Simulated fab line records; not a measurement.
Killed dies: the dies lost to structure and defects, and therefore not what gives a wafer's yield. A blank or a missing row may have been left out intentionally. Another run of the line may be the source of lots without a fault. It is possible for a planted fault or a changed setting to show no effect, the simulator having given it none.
Problem report, 8D (eight disciplines) form, completed by code -- flow rit cmos -- the parts of the form that need people (team, actions taken, sign-off) are left out

1. THE PROBLEM
Mean NRETRO_TW at RIT_NRETRO_TW_MEAS_10: 30 over 6 wafers in 2 lots; fault-free wafers: 1044, standard deviation 12. Measured from the usual mean, that is -84 standard deviations.
The first sign was on wafer L390.1 at day 4 09:16, on film metro-04. At this step, 42 wafers from 14 lots have a number in the record. By rule, "out" or "out of limits" means more than 4 standard deviations away from the usual mean. Any other wafer with a number is counted as sound.

2. WHAT THIS IS AND IS NOT
question,is,is not
which readings at this step,NRETRO_TW,-
which lots,"L390, L391","L382, L383, L384, L385, L388, L395, L397, L398, L399, L400, L401, L402"
which wafers of those lots,all that have a number,-
read on which gauges,film metro-04,"film metro-02, film metro-03"
when,from day 4 09:16,"up to then (15 sound wafers); but 21 sound wafers of L395, L397, L398, L399, L400, L401, L402 came after"

3. THE SUSPECTS, EACH WITH WHAT RULES IT OUT
Counting: any tool at a process step up to the reading is kept as a suspect provided that every lot that is out went through it and no sound lot did after the first of them.
- the gauge at RIT_NRETRO_TW_MEAS_10: kept. All the wafers that are out were read on film metro-04, and no step on other tools shows them out.
- plasma asher-01 at RIT_PWELL_STRIP_09 (strips in O2, time 180 s): ruled out as a lasting fault. Following L390 (day 4 02:08), the first lot on it that is out, the sound lots L395, L398, L399, L400, L401 were run on it.
The count leaves film metro-04 at RIT_NRETRO_TW_MEAS_10.

4. THE CAUSE (what the simulator had put in)
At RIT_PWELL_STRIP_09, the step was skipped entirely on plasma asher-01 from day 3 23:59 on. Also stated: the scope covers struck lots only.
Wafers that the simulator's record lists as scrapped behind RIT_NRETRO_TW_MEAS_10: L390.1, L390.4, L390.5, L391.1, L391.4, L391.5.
Counting ruled it out, wrongly: the rule takes a fault to strike every lot that its tool runs from its start on, and this one did not.

5. SEQUENCE OF EFFECTS, ordered by route
Each row: a reading where the mean over the struck wafers with a number is more than 3 standard deviations away from the usual. Readings are gone through only where the record gives a usual standard deviation; hours: the median, over the lots, of the time from a lot's start at the first step in this table giving one to that lot's start at this step; sigmas: the change measured in usual standard deviations.
hours,step,reading,usual,on struck wafers,change,sigmas
0,RIT_NRETRO_TW_MEAS_10,NRETRO_TW,1044,30,-1014,-84
Readings that are blank on the struck wafers while sound wafers have them: chamber pressure mTorr at RIT_PWELL_STRIP_09; drypump motor current A at RIT_PWELL_STRIP_09; rf refl power W at RIT_PWELL_STRIP_09.

6. HOW IT WOULD HAVE BEEN CAUGHT EARLIER
The first out-of-limits reading at a measuring or inspecting step in this record came at day 4 09:16, 9 hours after the fault's start at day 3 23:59.
At RIT_PWELL_STRIP_09 the tool's readings are blank on the struck wafers, where sound wafers have them: an empty tool record is the first sign, and it was there at once.
